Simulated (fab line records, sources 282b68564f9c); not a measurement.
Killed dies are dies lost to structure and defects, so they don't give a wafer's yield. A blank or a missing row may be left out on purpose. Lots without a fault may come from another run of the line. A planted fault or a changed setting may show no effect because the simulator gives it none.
One fault seen from 2 desks | flow rit_cmos | each desk has only its own numbers; what lay behind them comes last

THE TOOL OWNER'S DESK: lpcvd-02
The tool's own readings at RIT_GATE_CVD_08 (deposits poly-Si from SiH4, target thk 250 nm, time 2220 s): means of the sampled wafers that have a number, for each lot that ran on this tool. A lot is out of limits, marked OUT, if its mean lies more than 4 standard deviations from the usual mean; the brackets give that distance.
Columns: A = spike_tc_centre_C at RIT_GATE_CVD_08, usual 613.5 C; B = spike_tc_load_C at RIT_GATE_CVD_08, usual 633.7 C; C = spike_tc_source_C at RIT_GATE_CVD_08, usual 629 C; D = susceptor_temp_C at RIT_GATE_CVD_08, usual 610.04 C; E = zone_power_source_pct at RIT_GATE_CVD_08, usual 12.3 %
lot  | first seen here | A               | B               | C              | D                | E
L214 | day 2 12:14     | 614.1           | 635.6           | 624            | 610.10           | 13.0
L216 | day 3 03:02     | 614.1           | 635.0           | 626            | 609.95           | 13.0
L217 | day 3 03:02     | 613.8           | 634.7           | 626            | 609.99           | 12.9
L224 | day 4 12:35     | 612.5           | 633.3           | 628            | 610.28           | 13.0
L227 | day 5 05:19     | 588.5 (-19) OUT | 609.0 (-15) OUT | 602 (-5.9) OUT | 586.20 (-85) OUT | 12.0
L231 | day 6 00:06     | 614.8           | 635.5           | 626            | 610.41           | 12.8
This desk's finding: out of limits on L227; first on L227, day 5 05:19 (spike_tc_centre_C at RIT_GATE_CVD_08). In limits: L214, L216, L217, L224, L231.

THE METROLOGY DESK
What the gauges read, lot by lot, whatever tool the lot ran on: means of the sampled wafers that have a number. A lot is out of limits, marked OUT, if its mean lies more than 4 standard deviations from the usual mean; the brackets give that distance.
Columns: A = NRETRO_OVL at RIT_NRETRO_OVL_MEAS_06, usual -0.8 nm; B = GATE_POLY_THK at RIT_GATE_THK_MEAS_09, usual 250.0 nm; C = NLDD_OVL at RIT_NLDD_OVL_MEAS_06, usual -0.6 nm; D = CONTACT_OVL at RIT_CONTACT_OVL_MEAS_09, usual -0.7 nm
lot  | first seen here | A    | B               | C    | D
L214 | day 2 06:32     | -1.7 | 243.9           | 0.6  | -1.5
L216 | day 2 15:52     | 0.3  | 252.2           | 0.2  | 0.0
L217 | day 2 22:35     | 0.7  | 246.5           | -1.4 | -0.3
L218 | day 3 01:58     | -1.1 | 251.4           | -0.3 | -2.4
L219 | day 3 06:58     | -1.6 | 251.1           | -0.8 | -0.2
L224 | day 4 07:16     | -1.3 | 251.4           | 0.4  | 0.5
L227 | day 5 00:49     | -2.3 | 135.3 (-40) OUT | 0.5  | 0.1
L228 | day 5 04:17     | -0.9 | 250.9           | -0.4 | 0.3
L231 | day 5 19:09     | -1.5 | 251.9           | 0.3  | -1.4
L232 | day 6 01:22     | -1.9 | 251.6           | 1.0  | 0.0
L233 | day 6 05:11     | -1.6 | 251.0           | -3.9 | -1.4
L234 | day 6 08:49     | -0.4 | 252.9           | 0.2  | -1.4
L235 | day 6 14:44     | 0.8  | 251.0           | -0.4 | 0.2
This desk's finding: out of limits on L227; first on L227, day 5 07:46 (GATE_POLY_THK at RIT_GATE_THK_MEAS_09). In limits: L214, L216, L217, L218, L219, L224, L228, L231, L232, L233, L234, L235.

PUT TOGETHER
The tool owner's desk could have raised an alarm at day 5 05:19, on L227.
The metrology desk could have raised an alarm at day 5 07:46, on L227.
Of the lots named, all ran RIT_GATE_CVD_08 on lpcvd-02.

WHAT THE SIMULATOR HAD PUT IN
Process parameter drift: lpcvd-02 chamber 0, from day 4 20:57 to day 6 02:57, at RIT_GATE_CVD_08. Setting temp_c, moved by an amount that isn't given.
Lots struck among those shown: L227.
Hours from the fault's start to each desk's first reading out of limits: the tool owner's desk, 8; the metrology desk, 11.
